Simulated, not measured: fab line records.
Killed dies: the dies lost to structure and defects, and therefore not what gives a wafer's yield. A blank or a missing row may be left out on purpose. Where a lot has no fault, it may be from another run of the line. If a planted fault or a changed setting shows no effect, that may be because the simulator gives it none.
Matching of chambers    flow berkeley cmos170    UCB170_NWELL_ETCH_13 on rie diel-02 has 4 sister chambers
The step etches Si3N4 in CH3F/Ar/O2, stops on SiO2, target depth 246.4 nm, time 154 s. 20 wafers are shown with their chamber, then 10 later ones without.

WAFERS PAIRED WITH THEIR CHAMBERS
wafer   chamber  drypump motor current A (A)  throttle valve pct (%)  oes product au (a.u.)
L074.1  3        5.9                          7.92                    0.919
L074.2  0        5.5                          8.12                    0.952
L074.6  3        6.0                          7.94                    0.931
L076.1  2        5.4                          8.01                    0.944
L076.2  0        5.5                          8.14                    0.954
L076.5  1        5.6                          8.07                    0.943
L078.2  3        5.9                          7.92                    0.927
L078.5  3        6.0                          7.93                    0.934
L078.6  2        5.4                          8.02                    0.925
L080.1  0        5.6                          8.13                    0.956
L080.5  3        5.9                          7.93                    0.937
L080.6  2        5.4                          8.01                    0.942
L083.2  1        5.6                          8.08                    0.926
L083.3  2        5.4                          7.99                    0.934
L083.4  3        5.9                          7.94                    0.935
L087.2  1        5.6                          8.08                    0.959
L087.3  0        5.5                          8.14                    0.972
L087.5  3        5.9                          7.91                    0.946
L088.3  3        6.0                          7.94                    0.926
L088.4  0        5.5                          8.15                    0.957

SIGNATURES (means of the wafers above)
reading                  chamber 0  chamber 1  chamber 2  chamber 3  scatter within a chamber
drypump motor current A  5.520      5.600      5.400      5.938      0.0409
throttle valve pct       8.1360     8.0767     8.0075     7.9287     0.011
oes product au           0.95820    0.94267    0.93625    0.93188    0.00964
Rule: distance of a wafer from a chamber = root of the sum over the readings of ((wafer's reading minus chamber's mean) / reading's scatter) squared. If the next closest chamber is less than 2 further off than the closest, the wafer can't be placed; otherwise it belongs to the closest. The scatter is the square root of a quotient: the sum, over the shown wafers, of each reading's squared deviation from its chamber's mean, divided by wafers minus chambers.

WAFERS WITH NO CHAMBER GIVEN
wafer   drypump motor current A (A)  throttle valve pct (%)  oes product au (a.u.)
L088.5  5.5                          8.14                    0.951
L091.2  5.6                          8.13                    0.962
L091.3  6.0                          7.91                    0.937
L091.5  5.6                          8.07                    0.950
L095.1  5.4                          8.01                    0.943
L095.3  6.0                          7.92                    0.932
L095.4  5.5                          8.13                    0.966
L097.2  5.5                          8.14                    0.942
L097.3  5.4                          8.01                    0.935
L097.6  5.4                          8.00                    0.936

CHAMBER TAKEN BY EACH
wafer   from the rows above  in truth
L088.5  0                    0
L091.2  0                    0
L091.3  3                    3
L091.5  1                    1
L095.1  2                    2
L095.3  3                    3
L095.4  0                    0
L097.2  0                    0
L097.3  2                    2
L097.6  2                    2
Correct placement for 10 of the 10. Not placeable from these rows: 0. 0 placed wrongly.
